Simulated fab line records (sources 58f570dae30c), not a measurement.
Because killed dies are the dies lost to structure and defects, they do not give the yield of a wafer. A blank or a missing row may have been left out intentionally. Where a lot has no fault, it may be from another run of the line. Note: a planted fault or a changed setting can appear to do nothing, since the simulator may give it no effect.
fab line records	flow berkeley_cmos170
record: lots: 7	wafers: 21	last_day: 14
route steps=331 shown CONTACT@234 M1@238
lots that met no fault: from a run of the same line without faults
start_h: hours from the record's opening day to when the first of the lot's shown wafers began	wait_h: time in hours since the lot's previous step	" identical to the entry in the row above	L1.1+2: one row covering several wafers at once	- value missing, or start not given	* or withheld: withheld	< > ~ a bound
route shown NAME@n: a module of which the file shows steps, and the number in the route of the first	usual: the fault-free wafers' mean and standard deviation	same: alike in all rows	chamber/n: place in a boat	sites: readings site by site	_std_site: their standard deviation	_edge_site: mean of outer sites minus mean of inner sites	radius_mm: how far each site lies from the wafer's centre	mask NAME#n: copy n	behind: the last tool/chamber to shape the wafer	hold: the reason the lot was held/the length of the hold in hours/how it ended	device: transistor that didn't switch, given as n, p or np	end of line: the route-end tests of the same wafers	a step without rows: its recipe alone	killed: dies lost to structure and defects at the first sort, not the wafer's yield	map: shows each die of a wafer: x if killed, . if not, _ if none is there
set.NAME: the run value of the setting; set.NAME@STEP: its run value at that earlier step	model.NAME: the simulator's own value behind a step, which no gauge read
a table for each step, a row for each wafer; lots at some steps of the route
services: a tool's chamber out of use, with start hour (start_h, from the record's first day; less than 0 if before it), hours out, and reason
== steps ==
step: UCB170_CONTACT_ETCH_18
recipe: chemistry: CHF3/CF4/Ar	target: PSG	stop_on: TiSi2	CHF3_flow_sccm: 45	cf4_flow_sccm: 15	Ar_flow_sccm: 150	pressure_mtorr: 200	rf_w: 724.1	target_depth_a: 8400	over_etch_frac: 0.2	time_s: 195
usual: drypump_motor_current_A: 5.7/0.38	oes_product_au: 0.897/0.015	throttle_valve_pct: 6.93/0.1
lot.wafer	tool	chamber	start_h	wait_h	drypump_motor_current_A	oes_product_au	rf_hours_counter_h	throttle_valve_pct
L309.1	rie_diel-02	1	-	-	5.3	0.897	109	6.92
L309.3	"	2	"	"	6.0	0.866	3	7.02
L309.5	"	1	"	"	5.3	0.905	-	6.93
L310.1	rie_diel-01	0	-	-	5.8	0.908	66	6.97
L310.2	"	3	"	"	6.1	0.918	8	6.70
L310.6	"	0	"	"	5.8	0.914	-	6.95
L311.2	rie_diel-02	3	-	-	6.1	0.899	6	6.93
L311.3	"	1	"	"	5.3	0.918	110	6.92
L311.5	"	0	"	"	5.2	0.888	-	7.05
L312.1	rie_diel-03	0	-	-	6.0	0.887	24	6.93
L312.3	"	1	"	"	5.4	0.900	79	6.96
L312.4	"	3	"	"	5.7	0.888	2	7.02
L323.1	rie_diel-02	3	-	-	6.1	0.907	9	6.92
L323.2	"	1	"	"	5.3	0.918	114	6.92
L323.4	"	1	"	"	5.3	0.918	-	6.94
L324.2	rie_diel-01	2	-	-	5.7	0.910	8	6.86
L324.3	"	1	"	"	5.8	0.916	4	7.06
L324.6	"	2	"	"	5.6	0.903	-	6.87
L325.2	rie_diel-01	0	-	-	5.8	0.924	71	6.95
L325.3	"	2	"	"	5.7	0.911	8	6.87
L325.6	"	1	"	"	5.9	0.925	-	7.03
step: UCB170_CONTACT_STRIP_19
recipe: chemistry: O2	power_w: 400	pressure_mtorr: 3500	platen_temp_c: withheld	o2_flow_sccm: 400	overash_fraction: 0.5
usual: drypump_motor_current_A: 5.7/0.61	oes_product_au: 0.725/0.0043
lot.wafer	tool	chamber	start_h	wait_h	drypump_motor_current_A	oes_product_au	rf_hours_counter_h
L309.1	plasma_asher-03	0	201.00	-	5.0	0.723	48
L309.3	"	0	"	"	4.9	0.717	-
L309.5	"	1	"	"	6.5	0.723	-
L310.1	plasma_asher-03	0	208.26	-	5.0	0.723	49
L310.2	"	1	"	"	6.6	0.728	49
L310.6	"	1	"	"	6.5	0.730	-
L311.2	plasma_asher-03	1	219.25	-	6.6	0.724	50
L311.3	"	0	"	"	5.0	0.730	-
L311.5	"	1	"	"	6.6	0.723	-
L312.1	plasma_asher-04	1	220.07	-	5.7	0.728	50
L312.3	"	1	"	"	5.7	0.727	-
L312.4	"	0	"	"	5.4	0.730	-
L323.1	plasma_asher-04	0	302.93	-	5.4	0.722	59
L323.2	"	1	"	"	5.8	0.717	59
L323.4	"	1	"	"	5.8	0.727	-
L324.2	plasma_asher-04	0	320.73	-	5.4	0.723	61
L324.3	"	0	"	"	5.4	0.725	-
L324.6	"	1	"	"	5.8	0.715	-
L325.2	plasma_asher-03	1	321.60	-	6.5	0.721	61
L325.3	"	0	"	"	5.0	0.725	-
L325.6	"	0	"	"	5.0	0.717	-
step: UCB170_CONTACT_CD_MEAS_90
recipe: target_cd_nm: 700
usual: cd_nm: 700.2/1.8
lot.wafer	tool	chamber	start_h	wait_h	cd_nm
L309.1	cd_sem-01	-	201.10	0.1	698.6
L309.3	"	-	"	"	697.9
L309.5	"	-	"	"	698.9
L310.1	cd_sem-01	-	208.37	0.1	702.7
L310.2	"	-	"	"	702.6
L310.6	"	-	"	"	702.7
L311.2	cd_sem-02	-	219.37	0.1	700.1
L311.3	"	-	"	"	700.4
L311.5	"	-	"	"	698.4
L312.1	cd_sem-01	-	220.18	0.1	699.5
L312.3	"	-	"	"	700.1
L312.4	"	-	"	"	700.8
L323.1	cd_sem-01	-	303.03	0.1	701.2
L323.2	"	-	"	"	701.3
L323.4	"	-	"	"	700.7
L324.2	cd_sem-02	-	320.85	0.1	698.9
L324.3	"	-	"	"	700.8
L324.6	"	-	"	"	702.0
L325.2	cd_sem-01	-	321.72	0.1	701.2
L325.3	"	-	"	"	700.0
L325.6	"	-	"	"	698.6
step: UCB170_CONTACT_CLEAN_20
recipe: chemistry: SPM	temp_c: 120	time_s: 600
step: UCB170_M1_SPUTTER_00
recipe: material: Al	target_thk_nm: 600	time_s: 80	power_w: 6000	chamber_pressure_pa: 0.5
usual: throttle_valve_pct: 30.4/1.1
lot.wafer	tool	chamber	start_h	wait_h	throttle_valve_pct
L309.1	pvd_sputter-04	-	201.42	0.0	28.2
L309.3	"	-	"	"	30.3
L309.5	"	-	"	"	29.5
L310.1	pvd_sputter-02	-	208.67	0.0	30.3
L310.2	"	-	"	"	33.0
L310.6	"	-	"	"	30.0
L311.2	pvd_sputter-02	-	219.66	0.0	30.2
L311.3	"	-	"	"	30.8
L311.5	"	-	"	"	32.8
L312.1	pvd_sputter-01	-	220.49	0.0	32.1
L312.3	"	-	"	"	29.5
L312.4	"	-	"	"	29.5
L323.1	pvd_sputter-01	-	303.36	0.0	31.3
L323.2	"	-	"	"	29.3
L323.4	"	-	"	"	31.5
L324.2	pvd_sputter-02	-	321.12	0.0	29.9
L324.3	"	-	"	"	30.2
L324.6	"	-	"	"	32.7
L325.2	pvd_sputter-04	-	322.00	0.0	28.1
L325.3	"	-	"	"	29.9
L325.6	"	-	"	"	30.3
step: UCB170_M1_RS_MEAS_01
recipe: thk_meas_gauge: four-point-probe	reads: Al_of_M1_SPUTTER_00
usual: M1_AL_RS: 0.0486/0.00073
lot.wafer	tool	chamber	start_h	wait_h	M1_AL_RS[ohm/sq]
L309.1	film_metro-02	-	201.48	0.0	0.0481
L309.3	"	-	"	"	0.0494
L309.5	"	-	"	"	0.0492
L310.1	film_metro-03	-	208.73	0.0	0.0493
L310.2	"	-	"	"	0.0470
L310.6	"	-	"	"	0.0481
L311.2	film_metro-02	-	219.74	0.1	0.0484
L311.3	"	-	"	"	0.0489
L311.5	"	-	"	"	0.0470
L312.1	film_metro-04	-	220.55	0.0	0.0473
L312.3	"	-	"	"	0.0473
L312.4	"	-	"	"	0.0479
L323.1	film_metro-03	-	303.42	0.0	0.0484
L323.2	"	-	"	"	0.0493
L323.4	"	-	"	"	0.0498
L324.2	film_metro-03	-	321.20	0.1	0.0486
L324.3	"	-	"	"	0.0491
L324.6	"	-	"	"	0.0476
L325.2	film_metro-04	-	322.08	0.1	0.0484
L325.3	"	-	"	"	0.0488
L325.6	"	-	"	"	0.0492
step: UCB170_M1_THK_MEAS_02
recipe: thk_meas_gauge: xrf	reads: Al_of_M1_SPUTTER_00
usual: M1_AL_THK: 602/9
lot.wafer	tool	chamber	start_h	wait_h	M1_AL_THK[nm]
L309.1	film_metro-02	-	201.60	0.1	607
L309.3	"	-	"	"	592
L309.5	"	-	"	"	590
L310.1	film_metro-03	-	208.85	0.1	596
L310.2	"	-	"	"	621
L310.6	"	-	"	"	610
L311.2	film_metro-02	-	219.85	0.1	597
L311.3	"	-	"	"	592
L311.5	"	-	"	"	614
L312.1	film_metro-04	-	220.67	0.1	619
L312.3	"	-	"	"	617
L312.4	"	-	"	"	607
L323.1	film_metro-03	-	303.54	0.1	602
L323.2	"	-	"	"	590
L323.4	"	-	"	"	582
L324.2	film_metro-03	-	321.31	0.1	596
L324.3	"	-	"	"	591
L324.6	"	-	"	"	611
L325.2	film_metro-04	-	322.19	0.1	601
L325.3	"	-	"	"	597
L325.6	"	-	"	"	597
step: UCB170_M1_COAT_03
recipe: resist: BARC	temp_c: withheld	time_s: withheld	spin_rpm: 3000	resist_thk_nm: withheld
step: UCB170_M1_COAT_04
recipe: resist: KrF	spin_rpm: 1500	resist_thk_nm: 900
step: UCB170_M1_SOFTBAKE_05
recipe: resist: KrF	temp_c: 130	time_s: 60
step: UCB170_M1_EXPOSE_06
recipe: mask_id: METAL1	target_cd_nm: 700	na: 0.5	sigma_outer: 0.6	source_shape: conventional	dose_mj: 21
step: UCB170_M1_PEB_07
recipe: peb_temp_c: 130	peb_time_s: withheld	resist: KrF
step: UCB170_M1_DEVELOP_08
recipe: developer: TMAH	develop_time_s: 45	resist: KrF	dev_temp_c: 21
usual: chill_plate_temp_C: 23.00/0.093	develop_time_s: 45/0
lot.wafer	tool	chamber	start_h	wait_h	chill_plate_temp_C	develop_time_s	model.KrF_of_M1_COAT_04.thk_nm
L309.1	litho_track-02	0	202	-	23.06	45	892.1
L309.3	"	0	"	"	22.97	45	887.6
L309.5	"	0	"	"	23.12	45	887
L310.1	litho_track-02	-	211	-	-	-	901.1
L310.2	"	-	"	"	-	-	898.8
L310.6	"	-	"	"	-	-	898.6
L311.2	litho_track-03	-	220	-	-	-	901.6
L311.3	"	-	"	"	-	-	906.7
L311.5	"	-	221	-	-	-	903.6
L312.1	litho_track-01	-	221	-	-	-	904
L312.3	"	-	"	"	-	-	902.6
L312.4	"	-	"	"	-	-	901.9
L323.1	litho_track-02	0	304	-	23.01	45	885.8
L323.2	"	0	"	"	22.88	45	885.9
L323.4	"	0	"	"	23.03	45	886.5
L324.2	litho_track-02	0	322	-	23.12	45	889
L324.3	"	0	"	"	22.97	45	886.9
L324.6	"	0	"	"	22.95	45	889
L325.2	litho_track-03	0	323	-	22.95	45	880.1
L325.3	"	0	"	"	23.09	45	881.2
L325.6	"	0	"	"	23.06	45	880.9
step: UCB170_M1_CD_MEAS_09
recipe: target_cd_nm: 700
usual: cd_nm: 700.0/1.3
lot.wafer	tool	chamber	start_h	wait_h	cd_nm
L309.1	cd_sem-02	-	202.56	-	697.9
L309.3	"	-	"	"	699.3
L309.5	"	-	"	"	698.6
L310.1	cd_sem-02	-	211.23	-	-
L310.2	"	-	"	"	-
L310.6	"	-	"	"	-
L311.2	cd_sem-01	-	221.47	-	-
L311.3	"	-	"	"	-
L311.5	"	-	"	"	-
L312.1	cd_sem-01	-	221.88	-	-
L312.3	"	-	"	"	-
L312.4	"	-	"	"	-
L323.1	cd_sem-01	-	304.56	-	699.5
L323.2	"	-	"	"	699.5
L323.4	"	-	"	"	698.2
L324.2	cd_sem-02	-	322.38	-	701.0
L324.3	"	-	"	"	700.9
L324.6	"	-	"	"	700.8
L325.2	cd_sem-02	-	323.35	-	700.6
L325.3	"	-	"	"	702.4
L325.6	"	-	"	"	701.3
== services ==
tool	chamber	start_h	hours	kind
rie_diel-01	-	189.25	14.6	pm
rie_diel-02	3	196.48	14.0	repair
rie_diel-01	1	203.85	-	clean
rie_diel-01	1	203.85	15.3	scheduled_down
rie_diel-01	1	203.85	15.3	vent_cycle
rie_diel-02	0	226.09	3.9	repair
pvd_sputter-02	-	231.98	1.7	repair
pvd_sputter-01	-	238.59	15.7	repair
pvd_sputter-02	-	260.15	40.5	repair
rie_diel-02	0	266.98	2.4	repair
rie_diel-02	0	277.66	7.6	repair
rie_diel-02	0	285.31	-	clean
rie_diel-02	0	285.31	21.7	scheduled_down
rie_diel-02	0	285.31	21.7	vent_cycle
pvd_sputter-04	-	300.67	1.6	repair
rie_diel-01	3	309.59	12.9	repair
rie_diel-03	-	310.78	15.6	pm
plasma_asher-04	-	323.24	15.2	repair
== key ==
first_sign: step: UCB170_M1_DEVELOP_08	reading: tool_record	direction: missing
effect none on later readings
model_effect: step: UCB170_M1_DEVELOP_08	value: KrF_of_M1_COAT_04.thk_nm	without: 887.9	struck: 902.1
met_at UCB170_M1_DEVELOP_08
struck_wafers L310.1,L310.2,L310.6,L311.2,L311.3,L311.5,L312.1,L312.3,L312.4
later_rows_left_out L310.1,L310.2,L310.6,L311.2,L311.3,L311.5,L312.1,L312.3,L312.4
sort_left_out L310.1,L310.2,L310.6,L311.2,L311.3,L311.5,L312.1,L312.3,L312.4
onset_between 202 211
fault: kind: skipped_step_whole	tool: litho_track-01,litho_track-02,litho_track-03	chamber: -	onset_h: 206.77	steps: UCB170_M1_DEVELOP_08	scope: struck_lots_only
sort_left_out: the simulated sort isn't trusted on such a fault, so these wafers' sort isn't shown, and their yield isn't known
later_rows_left_out: the simulator's readings of these wafers behind a module that went badly wrong aren't trusted and aren't shown, but for the sort
